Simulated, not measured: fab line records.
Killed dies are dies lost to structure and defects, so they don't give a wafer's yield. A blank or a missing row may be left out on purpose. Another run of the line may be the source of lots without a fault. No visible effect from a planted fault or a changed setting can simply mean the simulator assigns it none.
What tool caused it? + flow berkeley cmos170 + 7 lots with 21 wafers sampled at 2 steps, on a route of 331 steps

== WHAT THE GAUGES READ, wafer by wafer ==
UCB170_ACTIVE_OVL_MEAS_14.
| lot  | measured    | on         | ACTIVE_OVL (nm) |
|------|-------------|------------|-----------------|
| L389 | day 6 17:29 | overlay-02 | 8 -3 4          |
| L387 | day 6 17:14 | overlay-01 | 7 -2 -8         |
| L396 | day 7 17:22 | overlay-01 | -2 2 -4         |
| L398 | day 8 05:40 | overlay-01 | 6 12 0          |
| L400 | day 8 05:32 | overlay-01 | -2 -1 0         |
| L404 | day 9 08:09 | overlay-02 | -5 -6 -11       |
| L406 | day 9 18:46 | overlay-01 | 10 -2 15        |

== EACH LOT AND THE TOOL THAT RAN IT (in order: tool; ch and the chambers of the sampled wafers; start) ==
| lot  | UCB170_PWELL_WET_ETCH_20       |
|------|--------------------------------|
| L389 | wet bench-01 ch 1, day 5 10:29 |
| L387 | wet bench-03 ch 0, day 5 12:25 |
| L396 | wet bench-03 ch 2, day 6 18:04 |
| L398 | wet bench-02 ch 1, day 7 04:23 |
| L400 | wet bench-01 ch 3, day 7 04:55 |
| L404 | wet bench-02 ch 3, day 8 02:20 |
| L406 | wet bench-03 ch 3, day 8 14:46 |
- UCB170_PWELL_WET_ETCH_20: etches SiO2 in BOE, time 22 s.

== THE ANSWER, worked out from the rows above alone ==
Rule: the usual values come from the lots themselves. The widest of any qualifying gaps counts: lots, ordered by their means at a reading, are off when they make up no more than a third of the lots, leave a main group of 4 or more, and stand apart from it by 3 or more times the standard deviation of that group's means. A main group whose means are all the same, to the digits that the tables above print for the reading, isn't used. Also off: a lot with no number at a reading for which 4 or more lots have one. All remaining lots with rows at the step are treated as sound.
Nothing can be told from this: no lot is off at any reading shown.

== WHAT THE SIMULATOR HAD PUT IN ==
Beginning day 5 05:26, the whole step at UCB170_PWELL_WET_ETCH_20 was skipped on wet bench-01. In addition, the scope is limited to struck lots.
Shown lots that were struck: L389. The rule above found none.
